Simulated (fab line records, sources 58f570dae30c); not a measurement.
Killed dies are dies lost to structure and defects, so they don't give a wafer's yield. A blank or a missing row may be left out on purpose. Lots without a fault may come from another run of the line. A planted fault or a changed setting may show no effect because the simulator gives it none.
Which tool did it? | flow berkeley_cmos170 | 14 lots, 41 wafers sampled, at 6 steps of a route of 331

WHAT THE GAUGES READ, wafer by wafer
UCB170_PSD_TW_MEAS_10.
lot  | measured     | on            | PSD_TW
L927 | day 8 06:08  | film_metro-03 | 2323 2337 2335
L925 | day 8 06:18  | film_metro-02 | 2326 2314 2310
L926 | day 8 06:32  | film_metro-03 | 2331 2346 2334
L930 | day 9 08:41  | film_metro-04 | 2287 2288
L932 | day 9 19:39  | film_metro-03 | 2315 2305 2302
L937 | day 10 10:07 | film_metro-03 | 2328 2339 2327
L936 | day 10 10:25 | film_metro-04 | 2301 2284 2310
L939 | day 10 19:43 | film_metro-03 | 2330 2336 2331
L942 | day 11 22:02 | film_metro-02 | 2335 2323 2333
L945 | day 12 07:13 | film_metro-03 | 2334 2336 2326
L947 | day 12 07:28 | film_metro-04 | 2300 2303 2299
L944 | day 12 07:53 | film_metro-02 | 2322 2325 2323
L946 | day 12 08:01 | film_metro-04 | 2305 2302 2303
L948 | day 12 17:41 | film_metro-03 | 2322 2329 2327

UCB170_M2_RS_MEAS_02: measures by four-point-probe.
lot  | measured     | on            | M2_AL_RS (ohm/sq)
L927 | day 9 00:41  | film_metro-02 | 0.0321 0.0322 0.0324
L925 | day 9 00:26  | film_metro-01 | 0.0318 0.0321 0.0324
L926 | day 8 22:55  | film_metro-02 | 0.0320 0.0318 0.0324
L930 | day 10 01:11 | film_metro-03 | 0.0157 0.0157
L932 | day 10 14:40 | film_metro-02 | 0.0161 0.0161 0.0161
L937 | day 11 06:12 | film_metro-02 | 0.0324 0.0325 0.0330
L936 | day 11 06:29 | film_metro-01 | 0.0326 0.0322 0.0321
L939 | day 11 13:34 | film_metro-03 | 0.0323 0.0319 0.0323
L942 | day 12 16:21 | film_metro-03 | 0.0327 0.0320 0.0321
L945 | day 13 01:03 | film_metro-02 | 0.0322 0.0329 0.0323
L947 | day 13 00:31 | film_metro-01 | 0.0328 0.0320 0.0324
L944 | day 13 04:19 | film_metro-01 | 0.0325 0.0319 0.0320
L946 | day 13 04:39 | film_metro-01 | 0.0325 0.0326 0.0323
L948 | day 13 09:33 | film_metro-02 | 0.0329 0.0328 0.0325

UCB170_M2_THK_MEAS_03: measures by xrf.
lot  | measured     | on            | M2_AL_THK (nm)
L927 | day 9 00:48  | film_metro-02 | 909 899 898
L925 | day 9 00:32  | film_metro-01 | 918 908 902
L926 | day 8 23:01  | film_metro-02 | 908 914 894
L930 | day 10 01:17 | film_metro-03 | 1834 1814
L932 | day 10 14:46 | film_metro-02 | 1785 1792 1794
L937 | day 11 06:19 | film_metro-02 | 901 892 886
L936 | day 11 06:36 | film_metro-01 | 894 909 909
L939 | day 11 13:41 | film_metro-03 | 903 919 906
L942 | day 12 16:27 | film_metro-03 | 894 910 909
L945 | day 13 01:10 | film_metro-02 | 897 886 905
L947 | day 13 00:37 | film_metro-01 | 893 908 899
L944 | day 13 04:26 | film_metro-01 | 901 912 913
L946 | day 13 04:46 | film_metro-01 | 899 896 906
L948 | day 13 09:40 | film_metro-02 | 885 892 893

WHICH TOOL RAN EACH LOT (tool, then ch and the chambers of the sampled wafers, then the start)
lot  | UCB170_BACKSIDE_STRIP_03             | UCB170_SILICIDE_SPUTTER_01   | UCB170_M2_SPUTTER_01
L927 | plasma_asher-01 ch 0,1, day 8 10:07  | pvd_sputter-01, day 8 11:03  | pvd_sputter-01, day 9 00:35
L925 | plasma_asher-01 ch 0,1, day 8 10:35  | pvd_sputter-01, day 8 11:39  | pvd_sputter-03, day 9 00:17
L926 | plasma_asher-02 ch 0,1, day 8 10:32  | pvd_sputter-02, day 8 11:28  | pvd_sputter-04, day 8 22:47
L930 | plasma_asher-04 ch 0, day 9 12:47    | pvd_sputter-02, day 9 13:42  | pvd_sputter-04, day 10 00:50
L932 | plasma_asher-01 ch 0,1, day 9 23:28  | pvd_sputter-01, day 10 00:23 | pvd_sputter-01, day 10 14:17
L937 | plasma_asher-02 ch 0,1, day 10 12:18 | pvd_sputter-02, day 10 13:15 | pvd_sputter-01, day 11 06:07
L936 | plasma_asher-04 ch 1, day 10 12:35   | pvd_sputter-03, day 10 13:33 | pvd_sputter-04, day 11 06:23
L939 | plasma_asher-01 ch 0,1, day 11 00:07 | pvd_sputter-03, day 11 01:04 | pvd_sputter-01, day 11 13:28
L942 | plasma_asher-04 ch 0,1, day 12 04:05 | pvd_sputter-01, day 12 05:00 | pvd_sputter-01, day 12 16:14
L945 | plasma_asher-02 ch 0,1, day 12 09:35 | pvd_sputter-03, day 12 10:32 | pvd_sputter-04, day 13 00:58
L947 | plasma_asher-02 ch 0,1, day 12 10:07 | pvd_sputter-01, day 12 11:01 | pvd_sputter-01, day 13 00:23
L944 | plasma_asher-01 ch 0,1, day 12 10:26 | pvd_sputter-02, day 12 11:23 | pvd_sputter-03, day 13 04:14
L946 | plasma_asher-04 ch 0,1, day 12 10:34 | pvd_sputter-03, day 12 11:30 | pvd_sputter-01, day 13 04:32
L948 | plasma_asher-01 ch 0,1, day 12 20:56 | pvd_sputter-01, day 12 22:01 | pvd_sputter-01, day 13 09:26
- UCB170_BACKSIDE_STRIP_03: strips in O2.
- UCB170_SILICIDE_SPUTTER_01: material Ti, target thk 30 nm, time 25 s.
- UCB170_M2_SPUTTER_01: material Al, target thk 900 nm, time 120 s.

WHAT THE TOOLS THEMSELVES READ (means of the sampled wafers that have a number; where no wafer has one, the mark that the record gives instead)
UCB170_BACKSIDE_STRIP_03.
lot  | tool            | drypump_motor_current_A (A) | oes_product_au (a.u.) | strip_time_to_endpoint_s (s)
L927 | plasma_asher-01 | 6.2                         | 0.736                 | 22.06
L925 | plasma_asher-01 | 6.2                         | 0.732                 | 22.00
L926 | plasma_asher-02 | 6.0                         | 0.732                 | 21.97
L930 | plasma_asher-04 | 5.9                         | 0.738                 | 21.98
L932 | plasma_asher-01 | 6.3                         | 0.735                 | 21.94
L937 | plasma_asher-02 | 5.9                         | 0.737                 | 22.07
L936 | plasma_asher-04 | 5.2                         | 0.734                 | 21.96
L939 | plasma_asher-01 | 6.3                         | 0.733                 | 22.01
L942 | plasma_asher-04 | 5.4                         | 0.738                 | 22.03
L945 | plasma_asher-02 | 6.0                         | 0.736                 | 21.98
L947 | plasma_asher-02 | 5.9                         | 0.737                 | 22.07
L944 | plasma_asher-01 | 6.3                         | 0.732                 | 22.05
L946 | plasma_asher-04 | 5.7                         | 0.737                 | 21.91
L948 | plasma_asher-01 | 6.3                         | 0.732                 | 21.98

UCB170_SILICIDE_SPUTTER_01.
lot  | tool           | throttle_valve_pct (%)
L927 | pvd_sputter-01 | 29.3
L925 | pvd_sputter-01 | 29.4
L926 | pvd_sputter-02 | 29.4
L930 | pvd_sputter-02 | 29.8
L932 | pvd_sputter-01 | 29.7
L937 | pvd_sputter-02 | 29.3
L936 | pvd_sputter-03 | 29.5
L939 | pvd_sputter-03 | 30.3
L942 | pvd_sputter-01 | 29.9
L945 | pvd_sputter-03 | 29.7
L947 | pvd_sputter-01 | 29.5
L944 | pvd_sputter-02 | 30.3
L946 | pvd_sputter-03 | 29.4
L948 | pvd_sputter-01 | 29.3

UCB170_M2_SPUTTER_01.
lot  | tool           | throttle_valve_pct (%)
L927 | pvd_sputter-01 | 29.5
L925 | pvd_sputter-03 | 30.3
L926 | pvd_sputter-04 | 28.7
L930 | pvd_sputter-04 | 28.3
L932 | pvd_sputter-01 | 28.9
L937 | pvd_sputter-01 | 29.4
L936 | pvd_sputter-04 | 29.1
L939 | pvd_sputter-01 | 29.6
L942 | pvd_sputter-01 | 29.7
L945 | pvd_sputter-04 | 29.7
L947 | pvd_sputter-01 | 29.5
L944 | pvd_sputter-03 | 29.9
L946 | pvd_sputter-01 | 29.5
L948 | pvd_sputter-01 | 30.0

THE ANSWER, worked out from the rows above alone
Rule: what is usual is taken from the lots themselves. Put in order of their means at a reading, lots are off if they are a third of the lots or fewer, leave a main group of 4 or more, and stand apart from it by a gap of 3 or more times the standard deviation of the main group's means; of several such gaps the widest counts. A main group whose means are all the same, to the digits that the tables above print for the reading, isn't used. A lot without any number at a reading at which 4 lots or more have one is off too. The other lots that the step has rows for count as sound. The gauges are gone through in route order, then the tools' own readings, and for those a lot's mean is taken as printed above. The first step at which some lot is off is used, and at that step the reading that is off furthest; a lot without a number counts as furthest.
Off: L930, L932, at UCB170_M2_RS_MEAS_02 (M2_AL_RS). The main group: mean 0.0323 ohm/sq, standard deviation 0.0002.
A tool fits if, at a process step before that reading, it ran every lot that is off, and no sound lot after the first of them. The gauges at UCB170_M2_RS_MEAS_02 are tried like those tools. None of those tried fits.

WHAT THE SIMULATOR HAD PUT IN
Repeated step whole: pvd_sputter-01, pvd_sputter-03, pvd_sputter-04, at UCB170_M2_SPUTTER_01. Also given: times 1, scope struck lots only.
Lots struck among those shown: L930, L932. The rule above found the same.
